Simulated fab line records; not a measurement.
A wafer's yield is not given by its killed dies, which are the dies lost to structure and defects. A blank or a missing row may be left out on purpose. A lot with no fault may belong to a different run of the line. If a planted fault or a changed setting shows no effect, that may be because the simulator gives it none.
Matching of chambers :: flow rit_cmos :: 4 sister chambers for RIT_GATE_ETCH_19 on rie_si-02
The step etches poly-Si in SF6/CHF3/O2, stops on SiO2, time 165 s, target depth 312.5 nm. 14 wafers are shown with their chamber, then 7 later ones without.

== WAFERS, EACH WITH ITS CHAMBER ==
wafer: L901.1
chamber: 1
drypump_motor_current_A (A): 6.0
throttle_valve_pct (%): 10.40
oes_product_au (a.u.): 0.830

wafer: L901.3
chamber: 0
drypump_motor_current_A (A): 4.6
throttle_valve_pct (%): 10.39
oes_product_au (a.u.): 0.852

wafer: L901.4
chamber: 2
drypump_motor_current_A (A): 6.8
throttle_valve_pct (%): 10.50
oes_product_au (a.u.): 0.843

wafer: L903.2
chamber: 2
drypump_motor_current_A (A): 6.8
throttle_valve_pct (%): 10.49
oes_product_au (a.u.): 0.839

wafer: L903.3
chamber: 1
drypump_motor_current_A (A): 6.1
throttle_valve_pct (%): 10.37
oes_product_au (a.u.): 0.827

wafer: L903.4
chamber: 3
drypump_motor_current_A (A): 5.9
throttle_valve_pct (%): 10.08
oes_product_au (a.u.): 0.846

wafer: L905.1
chamber: 2
drypump_motor_current_A (A): 6.8
throttle_valve_pct (%): 10.49
oes_product_au (a.u.): 0.840

wafer: L905.5
chamber: 3
drypump_motor_current_A (A): 5.9
throttle_valve_pct (%): 10.09
oes_product_au (a.u.): 0.844

wafer: L905.6
chamber: 0
drypump_motor_current_A (A): 4.6
throttle_valve_pct (%): 10.39
oes_product_au (a.u.): 0.850

wafer: L909.1
chamber: 0
drypump_motor_current_A (A): 4.6
throttle_valve_pct (%): 10.37
oes_product_au (a.u.): 0.846

wafer: L909.2
chamber: 3
drypump_motor_current_A (A): 5.9
throttle_valve_pct (%): 10.09
oes_product_au (a.u.): 0.830

wafer: L909.4
chamber: 2
drypump_motor_current_A (A): 6.7
throttle_valve_pct (%): 10.49
oes_product_au (a.u.): 0.842

wafer: L911.2
chamber: 1
drypump_motor_current_A (A): 6.1
throttle_valve_pct (%): 10.38
oes_product_au (a.u.): 0.828

wafer: L911.4
chamber: 2
drypump_motor_current_A (A): 6.7
throttle_valve_pct (%): 10.48
oes_product_au (a.u.): 0.836

SIGNATURES (averages over the wafers above)
reading: drypump_motor_current_A
chamber 0: 4.600
chamber 1: 6.067
chamber 2: 6.760
chamber 3: 5.900
scatter within a chamber: 0.0432

reading: throttle_valve_pct
chamber 0: 10.3833
chamber 1: 10.3833
chamber 2: 10.4900
chamber 3: 10.0867
scatter within a chamber: 0.01

reading: oes_product_au
chamber 0: 0.84933
chamber 1: 0.82833
chamber 2: 0.84000
chamber 3: 0.84000
scatter within a chamber: 0.00453
Rule: distance of a wafer from a chamber = root of the sum over the readings of ((wafer's reading minus chamber's mean) / reading's scatter) squared. The wafer belongs to the nearest chamber; if the next one is less than 2 further off, it can't be placed. The scatter: the root of (the sum of the squares of (reading less its chamber's mean) over the shown wafers, divided by (wafers less chambers)).

== WAFERS MISSING THEIR CHAMBER ==
wafer: L911.5
drypump_motor_current_A (A): 4.6
throttle_valve_pct (%): 10.36
oes_product_au (a.u.): 0.841

wafer: L919.3
drypump_motor_current_A (A): 5.9
throttle_valve_pct (%): 10.09
oes_product_au (a.u.): 0.848

wafer: L919.4
drypump_motor_current_A (A): 4.6
throttle_valve_pct (%): 10.39
oes_product_au (a.u.): 0.849

wafer: L919.6
drypump_motor_current_A (A): 6.0
throttle_valve_pct (%): 10.40
oes_product_au (a.u.): 0.827

wafer: L921.2
drypump_motor_current_A (A): 4.6
throttle_valve_pct (%): 10.37
oes_product_au (a.u.): 0.843

wafer: L921.4
drypump_motor_current_A (A): 5.9
throttle_valve_pct (%): 10.11
oes_product_au (a.u.): 0.851

wafer: L921.6
drypump_motor_current_A (A): 4.6
throttle_valve_pct (%): 10.37
oes_product_au (a.u.): 0.848

== WHICH CHAMBER EACH ONE RAN IN ==
wafer: L911.5
from the rows above: 0
in truth: 0

wafer: L919.3
from the rows above: 3
in truth: 3

wafer: L919.4
from the rows above: 0
in truth: 0

wafer: L919.6
from the rows above: 1
in truth: 1

wafer: L921.2
from the rows above: 0
in truth: 0

wafer: L921.4
from the rows above: 3
in truth: 3

wafer: L921.6
from the rows above: 0
in truth: 0
Correctly placed: 7 of 7. Left unplaced by these rows: 0. Placed wrongly: 0.
